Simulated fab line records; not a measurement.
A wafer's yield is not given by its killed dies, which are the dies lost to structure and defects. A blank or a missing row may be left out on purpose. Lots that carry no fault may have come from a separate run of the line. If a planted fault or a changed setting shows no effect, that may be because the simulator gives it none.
Matching of chambers    flow berkeleyCmos170    UCB170_V2_CMP_02 on cmp-02: 4 sister chambers
The step polishes SiO2. 8 wafers are shown with their chamber, then 8 later ones without.

== EACH WAFER AND ITS CHAMBER ==
wafer   chamber  motorCurrentA (A)
L527.1  0        17.3
L531.3  1        15.9
L533.1  0        16.2
L533.4  3        19.2
L533.5  3        20.2
L534.4  1        15.0
L534.5  2        15.2
L536.1  2        16.4

== WAFERS WITHOUT THEIR CHAMBER ==
wafer   motorCurrentA (A)
L536.2  15.5
L536.6  16.7
L538.4  19.6
L538.5  15.8
L538.6  15.3
L539.1  15.9
L539.3  16.5
L539.6  15.3

== THE CHAMBER EACH PASSED THROUGH ==
wafer   from the rows above           in truth
L536.2  can't be placed: 1 or 2 or 0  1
L536.6  can't be placed: 0 or 2 or 1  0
L538.4  3                             3
L538.5  can't be placed: 2 or 1 or 0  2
L538.6  can't be placed: 1 or 2 or 0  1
L539.1  can't be placed: 2 or 1 or 0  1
L539.3  can't be placed: 0 or 2 or 1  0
L539.6  can't be placed: 1 or 2 or 0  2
Correct placement for 1 of the 8. Unplaceable from these rows: 7, with the true chamber sitting among the candidates in 7. 0 placed wrongly.
How it was worked out, from the rows above alone: a wafer's distance from a chamber is the root of the sum, over the readings, of the square of ((its reading less the chamber's mean) divided by the reading's scatter). The wafer belongs to the nearest chamber; if the next one is less than 2 further off, it can't be placed. The mean given for a chamber averages the wafers shown for that chamber. How the scatter is found: for the shown wafers, subtract from each reading the mean of its chamber, square and add these, divide the total by (wafers less chambers), then take the root.
